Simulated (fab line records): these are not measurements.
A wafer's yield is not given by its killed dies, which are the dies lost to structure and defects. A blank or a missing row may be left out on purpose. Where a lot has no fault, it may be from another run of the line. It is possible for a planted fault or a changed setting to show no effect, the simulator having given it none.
One fault through the eyes of 2 desks || flow berkeley cmos170 || each desk has only its own numbers; what lay behind them comes last

TOOL OWNER'S DESK, rie diel-01
The tool's own readings at UCB170_M1_ETCH_11 (etches BARC in N2/H2): means of the sampled wafers that have a number, for each lot that ran on this tool. Any lot whose mean is over 4 standard deviations away from the usual mean is out of limits and marked OUT; that distance is given in the brackets.
Columns: A = drypump motor current A at UCB170_M1_ETCH_11, usual 5.5 A; B = oes product au at UCB170_M1_ETCH_11, usual 0.996 a.u.; C = throttle valve pct at UCB170_M1_ETCH_11, usual 13.31 %
{"lot": "L320", "first seen here": "day 8 04:06", "A": 5.3, "B": 1.007, "C": 13.30}
{"lot": "L322", "first seen here": "day 8 10:10", "A": 5.3, "B": 1.004, "C": 13.31}
{"lot": "L326", "first seen here": "day 9 23:01", "A": 5.5, "B": 0.999, "C": 13.32}
{"lot": "L336", "first seen here": "day 11 23:41", "A": 5.6, "B": 0.998, "C": 13.25}
{"lot": "L337", "first seen here": "day 12 08:59", "A": 5.4, "B": 1.000, "C": 13.23}
Finding of this desk: none of the 5 lots has anything out of limits.

FROM THE METROLOGY DESK
What the gauges read for every lot (on any tool): the sampled wafers with a number, averaged. Any lot whose mean is over 4 standard deviations away from the usual mean is out of limits and marked OUT; that distance is given in the brackets.
Columns: A = V2_BOW at UCB170_V2_BOW_MEAS_03, usual 36 um; B = M3_OVL at UCB170_M3_OVL_MEAS_16, usual -6 nm
{"lot": "L315", "first seen here": "day 7 19:40", "A": 39, "B": -11}
{"lot": "L317", "first seen here": "day 8 07:33", "A": 26, "B": -11}
{"lot": "L319", "first seen here": "day 8 11:53", "A": 40, "B": -6}
{"lot": "L320", "first seen here": "day 8 12:22", "A": 38, "B": -1}
{"lot": "L321", "first seen here": "day 9 01:27", "A": 34, "B": -5}
{"lot": "L322", "first seen here": "day 9 02:09", "A": 47, "B": -2}
{"lot": "L323", "first seen here": "day 9 02:38", "A": 41, "B": -10}
{"lot": "L325", "first seen here": "day 9 19:27", "A": 38, "B": -7}
{"lot": "L326", "first seen here": "day 10 08:25", "A": 36, "B": -9}
{"lot": "L327", "first seen here": "day 10 09:10", "A": 38, "B": -3}
{"lot": "L329", "first seen here": "day 11 03:24", "A": 38, "B": 1}
{"lot": "L336", "first seen here": "day 12 10:39", "A": 35, "B": -12}
{"lot": "L338", "first seen here": "day 12 18:30", "A": 34, "B": -13}
{"lot": "L337", "first seen here": "day 12 19:11", "A": 42, "B": -3}
Finding of this desk: none of the 14 lots has anything out of limits.

PUT TOGETHER
Nothing out of limits was seen by the tool owner's desk.
Nothing out of limits was seen by the metrology desk.

WHAT THE SIMULATOR HAD PUT IN
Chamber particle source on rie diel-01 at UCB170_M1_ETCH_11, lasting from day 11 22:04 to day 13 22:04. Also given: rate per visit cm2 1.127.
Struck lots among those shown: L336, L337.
